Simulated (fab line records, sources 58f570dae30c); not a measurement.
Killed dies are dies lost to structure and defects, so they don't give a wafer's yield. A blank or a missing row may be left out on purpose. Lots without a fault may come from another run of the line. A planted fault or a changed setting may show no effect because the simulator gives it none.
Which tool did it? | flow berkeley_cmos170 | 14 lots, 42 wafers sampled, at 6 steps of a route of 331

WHAT THE GAUGES READ, wafer by wafer
UCB170_WELLDRIVE_THK_MEAS_02. Usual: WELLDRIVE_OXIDE_THK 199 nm, standard deviation 3.9.
lot  | measured    | on            | WELLDRIVE_OXIDE_THK (nm) | flag
L911 | day 4 01:13 | film_metro-02 | 197 193 196              |
L912 | day 4 01:13 | film_metro-01 | 200 199 197              |
L914 | day 4 16:23 | film_metro-02 | 198 193 199              |
L915 | day 4 16:24 | film_metro-03 | 200 199 200              |
L918 | day 5 06:08 | film_metro-03 | 195 199 199              |
L919 | day 5 06:08 | film_metro-01 | 202 201 204              |
L921 | day 5 18:28 | film_metro-01 | 202 200 203              |
L920 | day 5 18:29 | film_metro-03 | 203 199 205              |
L924 | day 6 13:35 | film_metro-01 | 199 201 196              |
L922 | day 6 13:34 | film_metro-02 | 203 203 197              |
L923 | day 6 13:35 | film_metro-03 | 192 190 190              |
L925 | day 6 19:46 | film_metro-03 | 196 197 197              |
L927 | day 7 07:07 | film_metro-03 | 202 200 206              |
L926 | day 7 07:05 | film_metro-02 | 207 204 206              |

UCB170_FIELD_THK_MEAS_02. Usual: FIELD_OXIDE_THK 560 nm, standard deviation 11.
lot  | measured    | on            | FIELD_OXIDE_THK (nm) | flag
L911 | day 5 09:07 | film_metro-02 | 567 567 576          |
L912 | day 5 09:07 | film_metro-04 | 582 583 579          |
L914 | day 5 22:31 | film_metro-01 | 562 561 560          |
L915 | day 5 22:32 | film_metro-02 | 543 547 545          |
L918 | day 6 13:52 | film_metro-04 | 563 565 558          |
L919 | day 6 13:52 | film_metro-02 | 551 545 546          |
L921 | day 6 21:01 | film_metro-04 | 583 581 580          |
L920 | day 6 21:02 | film_metro-01 | 555 564 564          |
L924 | day 7 20:55 | film_metro-01 | 573 580 578          |
L922 | day 7 20:53 | film_metro-02 | 578 582 579          |
L923 | day 7 20:55 | film_metro-04 | 573 569 569          |
L925 | day 8 03:14 | film_metro-01 | 559 558 564          |
L927 | day 8 15:11 | film_metro-02 | 673 686 670          | OFF
L926 | day 8 15:10 | film_metro-01 | 662 672 674          | OFF

UCB170_FIELD_THK_MEAS_90. Usual: FIELD_OXIDE_LEFT_1_THK 444 nm, standard deviation 11.
lot  | measured    | on            | FIELD_OXIDE_LEFT_1_THK (nm) | flag
L911 | day 5 18:31 | film_metro-04 | 451 452 460                 |
L912 | day 5 18:32 | film_metro-01 | 465 467 463                 |
L914 | day 6 06:19 | film_metro-04 | 443 443 442                 |
L915 | day 6 06:20 | film_metro-01 | 426 430 428                 |
L918 | day 7 04:01 | film_metro-04 | 447 449 442                 |
L919 | day 7 04:01 | film_metro-01 | 433 427 428                 |
L921 | day 7 06:38 | film_metro-01 | 467 465 465                 |
L920 | day 7 06:39 | film_metro-02 | 439 447 447                 |
L924 | day 8 05:20 | film_metro-02 | 456 463 461                 |
L922 | day 8 05:18 | film_metro-01 | 461 464 462                 |
L923 | day 8 05:19 | film_metro-04 | 456 452 451                 |
L925 | day 8 13:08 | film_metro-02 | 443 441 447                 |
L927 | day 9 00:44 | film_metro-01 | 556 569 554                 | OFF
L926 | day 9 00:43 | film_metro-04 | 545 556 557                 | OFF

UCB170_FIELD_THK_MEAS_91. Usual: FIELD_OXIDE_LEFT_2_THK 355 nm, standard deviation 11.
lot  | measured     | on            | FIELD_OXIDE_LEFT_2_THK (nm) | flag
L911 | day 6 15:15  | film_metro-04 | 362 363 371                 |
L912 | day 6 15:31  | film_metro-04 | 377 379 375                 |
L914 | day 7 06:34  | film_metro-04 | 356 354 353                 |
L915 | day 7 06:35  | film_metro-02 | 337 340 339                 |
L918 | day 8 02:07  | film_metro-04 | 359 361 355                 |
L919 | day 8 02:26  | film_metro-02 | 345 339 340                 |
L921 | day 8 02:22  | film_metro-02 | 380 377 377                 |
L920 | day 8 01:51  | film_metro-04 | 349 357 358                 |
L924 | day 9 01:29  | film_metro-02 | 367 374 373                 |
L922 | day 9 01:13  | film_metro-04 | 372 375 373                 |
L923 | day 9 01:38  | film_metro-02 | 367 364 363                 |
L925 | day 9 12:44  | film_metro-01 | 354 352 359                 |
L927 | day 10 01:43 | film_metro-04 | 467 481 465                 | OFF
L926 | day 10 01:56 | film_metro-01 | 457 467 469                 | OFF

WHICH TOOL RAN EACH LOT (tool, then ch and the chambers of the sampled wafers, then the start)
lot  | UCB170_PWELL_STRIP_16               | UCB170_FIELD_OXIDATION_01
L911 | plasma_asher-04 ch 0,1, day 3 07:40 | furnace-01 ch 0, day 5 06:07
L912 | plasma_asher-01 ch 0, day 3 16:36   | furnace-01 ch 0, day 5 06:07
L914 | plasma_asher-04 ch 0,1, day 4 01:57 | furnace-04 ch 0, day 5 19:31
L915 | plasma_asher-02 ch 0,1, day 4 07:17 | furnace-04 ch 0, day 5 19:31
L918 | plasma_asher-02 ch 0,1, day 4 18:01 | furnace-02 ch 0, day 6 10:52
L919 | plasma_asher-04 ch 0,1, day 4 18:15 | furnace-02 ch 0, day 6 10:52
L921 | plasma_asher-02 ch 0, day 5 04:10   | furnace-01 ch 0, day 6 18:01
L920 | plasma_asher-01 ch 0,1, day 5 04:20 | furnace-01 ch 0, day 6 18:01
L924 | plasma_asher-04 ch 0,1, day 6 00:25 | furnace-01 ch 0, day 7 17:53
L922 | plasma_asher-02 ch 0, day 6 00:26   | furnace-01 ch 0, day 7 17:53
L923 | plasma_asher-04 ch 0,1, day 6 00:41 | furnace-01 ch 0, day 7 17:53
L925 | plasma_asher-02 ch 0,1, day 6 05:40 | furnace-04 ch 0, day 8 00:14
L927 | plasma_asher-02 ch 0,1, day 6 17:55 | furnace-01 ch 0, day 8 12:10
L926 | plasma_asher-01 ch 0,1, day 6 17:56 | furnace-01 ch 0, day 8 12:10
- UCB170_PWELL_STRIP_16: strips in O2.
- UCB170_FIELD_OXIDATION_01: target thk 558.3 nm, ox time 7200 s.

WHAT THE TOOLS THEMSELVES READ (means of the sampled wafers that have a number; where no wafer has one, the mark that the record gives instead)
UCB170_PWELL_STRIP_16. Usual: drypump_motor_current_A 5.8 A, standard deviation 0.53; oes_product_au 0.721 a.u., standard deviation 0.0045; strip_time_to_endpoint_s 18.16 s, standard deviation 0.09.
lot  | tool            | drypump_motor_current_A (A) | oes_product_au (a.u.) | strip_time_to_endpoint_s (s) | flag
L911 | plasma_asher-04 | 5.7                         | 0.718                 | 18.10                        |
L912 | plasma_asher-01 | 5.0                         | 0.721                 | 18.08                        |
L914 | plasma_asher-04 | 5.9                         | 0.723                 | 18.28                        |
L915 | plasma_asher-02 | 6.3                         | 0.718                 | 18.18                        |
L918 | plasma_asher-02 | 6.5                         | 0.724                 | 18.15                        |
L919 | plasma_asher-04 | 5.9                         | 0.723                 | 18.24                        |
L921 | plasma_asher-02 | 6.7                         | 0.721                 | 18.03                        |
L920 | plasma_asher-01 | 5.2                         | 0.725                 | 18.32                        |
L924 | plasma_asher-04 | 5.7                         | 0.718                 | 18.16                        |
L922 | plasma_asher-02 | 6.7                         | 0.721                 | 18.17                        |
L923 | plasma_asher-04 | 5.9                         | 0.722                 | 18.11                        |
L925 | plasma_asher-02 | 6.3                         | 0.723                 | 18.16                        |
L927 | plasma_asher-02 | 6.2                         | 0.719                 | 18.16                        |
L926 | plasma_asher-01 | 5.4                         | 0.719                 | 18.23                        |

UCB170_FIELD_OXIDATION_01. Usual: spike_tc_centre_C 1002.8 C, standard deviation 1.4; spike_tc_load_C 1026.1 C, standard deviation 1.5; spike_tc_source_C 1023.4 C, standard deviation 2.3; tube_center_temp_C 1000 C, standard deviation 0.085; tube_center_temp_C_max 1002.5, standard deviation 0.39.
lot  | tool       | spike_tc_centre_C (C) | spike_tc_load_C (C) | spike_tc_source_C (C) | tube_center_temp_C (C) | tube_center_temp_C_max | flag
L911 | furnace-01 | 1003.1                | 1027.1              | 1024.0                | 1000                   | 1002.7                 |
L912 | furnace-01 | 1003.2                | 1027.3              | 1024.4                | 1000                   | 1002.5                 |
L914 | furnace-04 | 1001.1                | 1026.6              | 1019.0                | 1000                   | 1002.5                 |
L915 | furnace-04 | 1002.0                | 1026.7              | 1019.6                | 1000                   | 1002.2                 |
L918 | furnace-02 | 1003.7                | 1024.5              | 1025.2                | 1000                   | 1002.5                 |
L919 | furnace-02 | 1005.0                | 1024.6              | 1025.7                | 1000                   | 1002.3                 |
L921 | furnace-01 | 1002.3                | 1027.1              | 1023.3                | 1000                   | 1002.5                 |
L920 | furnace-01 | 1002.9                | 1027.1              | 1024.6                | 1000                   | 1002.6                 |
L924 | furnace-01 | 1003.2                | 1027.5              | 1024.7                | 1000                   | 1002.4                 |
L922 | furnace-01 | 1002.9                | 1027.3              | 1025.1                | 1000                   | 1002.4                 |
L923 | furnace-01 | 1003.3                | 1027.9              | 1023.2                | 1000                   | 1002.4                 |
L925 | furnace-04 | 1001.6                | 1026.7              | 1021.3                | 1000                   | 1002.5                 |
L927 | furnace-01 | 1034.6                | 1059.8              | 1056.0                | 1032                   | 1034.6                 | OFF
L926 | furnace-01 | 1035.3                | 1059.6              | 1057.4                | 1032                   | 1034.5                 | OFF

THE ANSWER, worked out from the rows above alone
Rule: a lot is off if the mean of its wafers that have a number lies more than 3 standard deviations from the usual mean. A lot without any number at a reading at which 4 lots or more have one is off too. The other lots that the step has rows for count as sound. The gauges are gone through in route order, then the tools' own readings, and for those a lot's mean is taken as printed above. The first step at which some lot is off is used, and at that step the reading that is off furthest; a lot without a number counts as furthest.
Off: L927, L926, at UCB170_FIELD_THK_MEAS_02 (FIELD_OXIDE_THK).
A tool fits if, at a process step before that reading, it ran every lot that is off, and no sound lot after the first of them. The gauges at UCB170_FIELD_THK_MEAS_02 aren't tried: what is off there is off at UCB170_FIELD_OXIDATION_01 too, on other tools, and a gauge's error can't cause that. One fits: furnace-01 at UCB170_FIELD_OXIDATION_01. Its last sound lot is L922 (day 7 17:53), its first lot that is off L926 (day 8 12:10): a fault that began between those two fits.
The tool's own readings at UCB170_FIELD_OXIDATION_01 bear it out: on the lots that are off they differ by more than 5 times the standard deviation of the sound lots' means. spike_tc_centre_C reads 1034.9 C there against 1002.9 C on the sound lots; spike_tc_load_C reads 1059.7 C there against 1026.7 C on the sound lots; spike_tc_source_C reads 1056.7 C there against 1023.3 C on the sound lots; tube_center_temp_C reads 1032 C there against 1000 C on the sound lots; tube_center_temp_C_max reads 1034.5 there against 1002.5 on the sound lots.

WHAT THE SIMULATOR HAD PUT IN
Process parameter drift: furnace-01, from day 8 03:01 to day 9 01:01, at UCB170_FIELD_OXIDATION_01. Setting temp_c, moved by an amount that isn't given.
Lots struck among those shown: L926, L927. The rule above found the same.
